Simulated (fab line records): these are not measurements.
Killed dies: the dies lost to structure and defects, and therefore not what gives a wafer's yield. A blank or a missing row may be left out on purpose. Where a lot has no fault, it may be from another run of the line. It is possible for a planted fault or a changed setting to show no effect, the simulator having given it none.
A struck lot beside a sound one ; flow ritCmos ; 15 steps out of a route of 202
Sound: the wafers L958.1, L958.4, L958.6. The struck wafers were L957.2, L957.4, L957.6. The cause is named last.
Per side, at each step with rows, come the tool, then ch with its chambers, and then its first start. Under that, the readings that differ: sound wafers ; struck wafers ; difference of the means ; sigmas: that difference in standard deviations of wafers without a fault.
alike: readings with means less than 2 such deviations apart, plus words and numbers identical on both sides. not compared: withheld readings, readings lacking a value on some wafer, bounds such as >300 that could conceal the same value, and numbers that have no deviation in the record and whose values overlap.
The two part at a step that has a row with sigmas, a row that says differs or no value, or rows on one side only. Numbers that don't overlap but have no deviation are shown without sigmas and don't part them. Lack of a reading on every wafer of one side parts them only where that side has two or more wafers.

RIT_PWELL_TW_MEAS_10:
  sound: filmMetro-03 at day 4 21:52; struck: filmMetro-04 at day 4 16:19
  alike: PWELL_TW
then, 1 step without rows for these wafers: RIT_WELLDRIVE_ANNEAL_00 (time 14700 s).
RIT_WELLDRIVE_RS_MEAS_01: measures by four-point-probe.
  sound: filmMetro-04 at day 5 03:48; struck: filmMetro-04 at day 4 22:44
  alike: NWELL_RS
RIT_WELLDRIVE_RS_MEAS_02: measures by four-point-probe.
  sound: filmMetro-04 at day 5 03:55; struck: filmMetro-04 at day 4 22:51
  alike: PWELL_RS
then, 6 steps without rows for these wafers: RIT_NRETRO_HMDS_00 (prime time 60 s); RIT_NRETRO_COAT_01 (resist thk 1300 nm); RIT_NRETRO_SOFTBAKE_02 (time 60 s); RIT_NRETRO_EXPOSE_03 (exposes mask M4, target cd 43900 nm); RIT_NRETRO_PEB_04; RIT_NRETRO_DEVELOP_05 (develop time 68 s).
RIT_NRETRO_OVL_MEAS_06:
  sound: overlay-02 at day 5 04:55; struck: overlay-02 at day 5 00:09
  alike: NRETRO_OVL
then, 1 step without rows for these wafers: RIT_NRETRO_HARDBAKE_07 (time 120 s).
RIT_NRETRO_IMPLANT_08:
  sound on implanter-04 ch 0, day 5 05:12; struck on implanter-03 ch 0, day 5 00:35
reading;sound;struck;difference;sigmas
beamEnergyKeV;69.997 70.000 70.008;67.593 67.630 67.628;-2.385;-99 or more
model.implant.rpNm (nm);85.84 85.84 85.84;79.57 79.57 79.57;-6.27;
model.implant.drpNm (nm);33.94 33.94 33.94;32.94 32.94 32.94;-1.00;
RIT_NRETRO_STRIP_09: strips in O2, time 180 s.
  sound on plasmaAsher-01 ch 0,1, day 5 05:21; struck on plasmaAsher-02 ch 1, day 5 00:43
  alike: chamberPressureMTorr, drypumpMotorCurrentA
  not compared: rfHoursCounterH
RIT_M1_PROBE_99:
  rows exist in the record for the sound wafers here (prober-02, day 6 11:58), none for the struck ones

== WHERE THEY PART ==
At RIT_NRETRO_IMPLANT_08 first; at RIT_M1_PROBE_99 last (within this record only).

WHY: what had been put in by the simulator
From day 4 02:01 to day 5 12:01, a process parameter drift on implanter-03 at RIT_NRETRO_IMPLANT_08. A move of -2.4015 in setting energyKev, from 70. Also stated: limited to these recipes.
